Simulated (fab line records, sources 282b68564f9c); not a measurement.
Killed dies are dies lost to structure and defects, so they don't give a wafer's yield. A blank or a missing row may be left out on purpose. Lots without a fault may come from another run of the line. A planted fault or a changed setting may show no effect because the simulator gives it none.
Which tool did it? | flow rit_cmos | 13 lots, 39 wafers sampled, at 3 steps of a route of 202

WHAT THE GAUGES READ, wafer by wafer
RIT_SILICIDE_RS_MEAS_02: measures by four-point-probe.
lot  | measured    | on            | SILICIDE_TI_RS (ohm/sq)
L858 | day 3 02:22 | film_metro-01 | 48.0 47.9 48.9
L859 | day 3 08:32 | film_metro-04 | 47.9 47.9 48.1
L860 | day 3 12:39 | film_metro-02 | 48.4 48.3 48.9
L861 | day 3 16:43 | film_metro-02 | 47.8 48.2 47.6
L862 | day 3 23:28 | film_metro-04 | 47.7 47.6 48.9
L866 | day 4 23:20 | film_metro-02 | 47.1 47.1 46.8
L868 | day 5 11:08 | film_metro-02 | 48.7 93.1 47.9
L873 | day 6 09:27 | film_metro-02 | 48.1 48.3 48.0
L875 | day 6 20:19 | film_metro-02 | 48.4 48.3 48.9
L877 | day 7 03:56 | film_metro-01 | 46.5 46.7 46.8
L879 | day 7 14:17 | film_metro-02 | 47.8 47.9 48.6
L880 | day 7 20:46 | film_metro-02 | 47.0 47.3 46.9
L881 | day 8 02:29 | film_metro-01 | 47.3 46.8 47.0

RIT_SILICIDE_THK_MEAS_03: measures by xrf.
lot  | measured    | on            | SILICIDE_TI_THK (nm)
L858 | day 3 02:28 | film_metro-01 | 30.5 30.6 30.0
L859 | day 3 08:38 | film_metro-04 | 30.5 30.5 30.4
L860 | day 3 12:46 | film_metro-02 | 30.2 30.4 30.0
L861 | day 3 16:50 | film_metro-02 | 30.7 30.4 30.6
L862 | day 3 23:35 | film_metro-04 | 30.7 30.7 30.1
L866 | day 4 23:27 | film_metro-02 | 31.0 31.0 31.2
L868 | day 5 11:14 | film_metro-02 | 30.2 18.1 30.7
L873 | day 6 09:34 | film_metro-02 | 30.2 30.2 30.4
L875 | day 6 20:25 | film_metro-02 | 30.1 30.3 29.9
L877 | day 7 04:03 | film_metro-01 | 31.1 31.0 31.0
L879 | day 7 14:23 | film_metro-02 | 30.7 30.6 30.2
L880 | day 7 20:53 | film_metro-02 | 30.9 30.9 31.1
L881 | day 8 02:36 | film_metro-01 | 30.6 30.7 30.8

WHICH TOOL RAN EACH LOT (tool, then ch and the chambers of the sampled wafers, then the start)
lot  | RIT_SILICIDE_SPUTTER_01
L858 | pvd_sputter-04, day 3 02:10
L859 | pvd_sputter-01, day 3 08:22
L860 | pvd_sputter-04, day 3 12:29
L861 | pvd_sputter-01, day 3 16:34
L862 | pvd_sputter-04, day 3 23:19
L866 | pvd_sputter-03, day 4 23:11
L868 | pvd_sputter-04, day 5 10:58
L873 | pvd_sputter-03, day 6 09:18
L875 | pvd_sputter-01, day 6 20:08
L877 | pvd_sputter-03, day 7 03:47
L879 | pvd_sputter-03, day 7 14:07
L880 | pvd_sputter-04, day 7 20:37
L881 | pvd_sputter-03, day 8 02:20
- RIT_SILICIDE_SPUTTER_01: material Ti, target thk 30 nm, time 240 s.

WHAT THE TOOLS THEMSELVES READ (means of the sampled wafers that have a number; where no wafer has one, the mark that the record gives instead)
RIT_SILICIDE_SPUTTER_01.
lot  | tool           | throttle_valve_pct (%)
L858 | pvd_sputter-04 | 28.7
L859 | pvd_sputter-01 | 29.1
L860 | pvd_sputter-04 | 29.8
L861 | pvd_sputter-01 | 29.3
L862 | pvd_sputter-04 | 28.3
L866 | pvd_sputter-03 | 30.8
L868 | pvd_sputter-04 | 28.8
L873 | pvd_sputter-03 | 30.4
L875 | pvd_sputter-01 | 29.3
L877 | pvd_sputter-03 | 30.8
L879 | pvd_sputter-03 | 30.4
L880 | pvd_sputter-04 | 29.3
L881 | pvd_sputter-03 | 30.4

THE ANSWER, worked out from the rows above alone
Rule: what is usual is taken from the lots themselves. Put in order of their means at a reading, lots are off if they are a third of the lots or fewer, leave a main group of 4 or more, and stand apart from it by a gap of 3 or more times the standard deviation of the main group's means; of several such gaps the widest counts. A main group whose means are all the same, to the digits that the tables above print for the reading, isn't used. A lot without any number at a reading at which 4 lots or more have one is off too. The other lots that the step has rows for count as sound. The gauges are gone through in route order, then the tools' own readings, and for those a lot's mean is taken as printed above. The first step at which some lot is off is used, and at that step the reading that is off furthest; a lot without a number counts as furthest.
Off: L868, at RIT_SILICIDE_RS_MEAS_02 (SILICIDE_TI_RS). The main group: mean 47.8 ohm/sq, standard deviation 0.62.
A tool fits if, at a process step before that reading, it ran every lot that is off, and no sound lot after the first of them. The gauges at RIT_SILICIDE_RS_MEAS_02 are tried like those tools. None of those tried fits.

WHAT THE SIMULATOR HAD PUT IN
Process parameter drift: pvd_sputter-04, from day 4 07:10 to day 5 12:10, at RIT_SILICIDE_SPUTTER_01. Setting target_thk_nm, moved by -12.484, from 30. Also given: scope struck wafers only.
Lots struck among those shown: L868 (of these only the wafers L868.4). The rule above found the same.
